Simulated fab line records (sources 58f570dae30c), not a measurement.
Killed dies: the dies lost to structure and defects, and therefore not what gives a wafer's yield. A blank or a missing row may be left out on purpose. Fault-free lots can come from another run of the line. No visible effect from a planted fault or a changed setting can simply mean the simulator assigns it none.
Split-lot study + flow berkeleyCmos170 + route with 331 steps; 5 lots, 23 wafers read

== THE SPLIT ITSELF ==
At UCB170_PSD_IMPLANT_08, the setting energyKev was moved away from the recipe's 20 on 5 of the 23 wafers read, by -2.7% to +5.0%. For the rest of the wafers, this setting stayed at what the recipe calls for.

The reading comes from the split's own step.

== THE READING ==
In nm, at UCB170_PSD_IMPLANT_08: implant.drpNm, which is the simulator's own figure and was read by no gauge. There is no usual value for it anywhere in the file.

| wafer  | tool, chamber at the split | energyKev as run | against the recipe | implant.drpNm, nm | against lot-mates on the recipe |
|--------|----------------------------|------------------|--------------------|-------------------|---------------------------------|
| L078.1 | implanter-01, 0            | 20               | recipe             | 28.34             | -                               |
| L078.2 | implanter-01, 0            | 20               | recipe             | 28.34             | -                               |
| L078.3 | implanter-01, 0            | 20               | recipe             | 28.34             | -                               |
| L078.5 | implanter-01, 0            | 20               | recipe             | 28.34             | -                               |
| L078.6 | implanter-01, 0            | 20               | recipe             | 28.34             | -                               |
| L076.1 | implanter-02, 0            | 20               | recipe             | 28.34             | -                               |
| L076.2 | implanter-02, 0            | 20               | recipe             | 28.34             | -                               |
| L076.4 | implanter-02, 0            | 20               | recipe             | 28.34             | -                               |
| L076.5 | implanter-02, 0            | 20               | recipe             | 28.34             | -                               |
| L076.6 | implanter-02, 0            | 20               | recipe             | 28.34             | -                               |
| L079.1 | implanter-01, 0            | 20               | recipe             | 28.34             | -                               |
| L079.3 | implanter-01, 0            | 20               | recipe             | 28.34             | -                               |
| L079.5 | implanter-01, 0            | 20               | recipe             | 28.34             | -                               |
| L079.2 | implanter-01, 0            | 21.01            | +5.0%              | 29.47             | +1.13                           |
| L079.6 | implanter-01, 0            | 21.01            | +5.0%              | 29.47             | +1.13                           |
| L077.1 | implanter-02, 0            | 20               | recipe             | 28.34             | -                               |
| L077.4 | implanter-02, 0            | 20               | recipe             | 28.34             | -                               |
| L077.2 | implanter-02, 0            | 19.46            | -2.7%              | 27.8              | -0.54                           |
| L077.3 | implanter-02, 0            | 19.46            | -2.7%              | 27.8              | -0.54                           |
| L077.6 | implanter-02, 0            | 19.46            | -2.7%              | 27.8              | -0.54                           |
| L084.2 | implanter-02, 0            | 20               | recipe             | 28.34             | -                               |
| L084.3 | implanter-02, 0            | 20               | recipe             | 28.34             | -                               |
| L084.4 | implanter-02, 0            | 20               | recipe             | 28.34             | -                               |

THE FIT
A straight line over all 23 wafers: implant.drpNm changes by +0.216 nm for each +1% of energyKev; r = +1.00; the points scatter about the line by 0.018 nm.
The same after taking each lot's own level away (the mean of its wafers on the recipe; 23 wafers): +0.216 nm for each +1%; r = +1.00; scatter 0.018 nm.
The reading moves by 1.1 nm for the largest change in energyKev, on that fit.
The lots' own levels span 28.340 to 28.340 nm.
The two slopes are in agreement: the lot-to-lot level therefore moves the slope only a little.
Check: with one of the wafers moved furthest among these (+5.0%) left out of the fit, the line predicts +1.08 nm for it against its lot-mates. It came out at +1.13 nm against them.

== THESE WAFERS: OTHER SPLITS ==
Note: prior to the reading, these wafers also went through further splits. Each is held against what the fit with the lots' levels taken away leaves over:
| other split on the same wafers    | wafers away from the commonest value | r with implant.drpNm (lot level and that fit taken away) |
|-----------------------------------|--------------------------------------|----------------------------------------------------------|
| UCB170_ZERO_COAT_01 spinRpm       | 4                                    | +0.36                                                    |
| UCB170_NWELL_OXIDATION_01 oxTimeS | 15                                   | -0.42                                                    |
| UCB170_PWELL_CVD_05 pressureMtorr | 15                                   | -0.03                                                    |
| UCB170_ACTIVE_CVD_05 timeS        | 15                                   | -0.24                                                    |
| UCB170_FIELD_OXIDATION_01 oxTimeS | 18                                   | +0.20                                                    |
| UCB170_NLDD_IMPLANT_09 doseCm2    | 5                                    | -0.29                                                    |

== THE WHOLE CHAIN: every reading that the file lists as answering this split, in the file's order ==
| step                  | what it does | reading                                                        | change (the file's fit)               | r (the file's) |
|-----------------------|--------------|----------------------------------------------------------------|---------------------------------------|----------------|
| UCB170_PSD_IMPLANT_08 |              | implant.rpNm (the simulator's own value, which no gauge read)  | +0.635 nm for each +1% of the setting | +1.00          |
| UCB170_PSD_IMPLANT_08 |              | implant.drpNm (the simulator's own value, which no gauge read) | +0.219 nm for each +1% of the setting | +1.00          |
| UCB170_PSD_STRIP_09   | strips in O2 | stripTimeToEndpointS                                           | withheld for each +1% of the setting  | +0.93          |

== FILE'S OWN FIT ==
implant.drpNm changes by +0.219 nm for each +1% of energyKev, r = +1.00.
